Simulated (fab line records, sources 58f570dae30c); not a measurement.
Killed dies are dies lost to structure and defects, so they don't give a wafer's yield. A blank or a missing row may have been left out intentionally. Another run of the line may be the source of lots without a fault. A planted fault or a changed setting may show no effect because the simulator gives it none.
Problem report, 8D (eight disciplines) form, completed by code    flow berkeleyCmos170    the parts of the form that need people (team, actions taken, sign-off) are left out

== 1. WHAT IS WRONG ==
tubeCenterTempC at UCB170_FIELD_OXIDATION_01 reads a mean of 1006 C on 9 wafers of 3 lots; wafers without a fault read 1000 C with a standard deviation of 0.09. Relative to the usual mean, that is a shift of +67 standard deviations.
The step: target thk 558.3 nm, ox time 7200 s.
First observed at day 8 09:19: wafer L878.1, on furnace-04. At this step, 45 wafers from 15 lots have a number in the record. Rule for "out" (also "out of limits"): further than 4 standard deviations from the usual mean. Any other wafer with a number is counted as sound.

== 2. WHAT THIS IS AND IS NOT ==
question                     is                                                       is not
which readings at this step  tubeCenterTempC, spikeTcCentreC, tube_center_temp_C_max  -
which lots                   L878, L879, L880                                         L863, L864, L865, L867, L868, L869, L870, L871, L872, L873, L875, L877
which wafers of those lots   all that have a number                                   -
read on which tools          furnace-04                                               furnace-01, furnace-02
when                         from day 8 09:19                                         up to then (36 sound wafers)

== 3. THE SUSPECTS, EACH WITH WHAT RULES IT OUT ==
Counting: any tool at a process step up to the reading is kept as a suspect provided that every lot that is out went through it and no sound lot did after the first of them.
- furnace-04 at UCB170_FIELD_OXIDATION_01 (target thk 558.3 nm, ox time 7200 s): kept. It processed each lot that is out, first L878 at day 8 09:19, and no sound lot thereafter; up to then, the last sound lot it processed was L875 at day 7 19:07. Its own readings are out on those wafers: spikeTcCentreC, tubeCenterTempC, tube_center_temp_C_max.
After counting, what remains is furnace-04 at UCB170_FIELD_OXIDATION_01.

== 4. THE CAUSE (what the simulator had put in) ==
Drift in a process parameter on furnace-04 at UCB170_FIELD_OXIDATION_01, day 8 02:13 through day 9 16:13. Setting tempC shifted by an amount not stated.
This tool alone remained once counting was done.

== 5. SEQUENCE OF EFFECTS, ordered by route ==
Each row: a reading whose mean over the struck wafers that have a number lies more than 3 standard deviations from the usual. Only readings for which the record gives a usual standard deviation are gone through. hours: the time from each lot's start at the first step in this table that gives one to its start at this step, as a median over the lots. sigmas: the change in usual standard deviations.
hours  step                       reading                 usual     on struck wafers  change  sigmas
0      UCB170_FIELD_OXIDATION_01  spikeTcCentreC          1002.3 C  1008.3            +6.0    +6.0
0      UCB170_FIELD_OXIDATION_01  spikeTcLoadC            1028.5 C  1036.7            +8.2    +3.4
0      UCB170_FIELD_OXIDATION_01  spikeTcSourceC          1024.8 C  1031.1            +6.3    +3.0
0      UCB170_FIELD_OXIDATION_01  tubeCenterTempC         1000 C    1006              +6      +67
0      UCB170_FIELD_OXIDATION_01  tube_center_temp_C_max  1002.6    1008.8            +6.2    +15
It contains these process steps:
- UCB170_FIELD_OXIDATION_01: target thk 558.3 nm, ox time 7200 s.
At these later measuring or inspecting steps, every struck wafer for which the step has a row has a number for every such reading, and none has moved that far: UCB170_SILICIDE_RS_MEAS_02, UCB170_V2_THK_MEAS_01, UCB170_M3_RS_MEAS_02.

== 6. HOW IT WOULD HAVE BEEN CAUGHT EARLIER ==
The fault began at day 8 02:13; the first out-of-limits reading in this record came at day 8 09:19, 7 hours later.
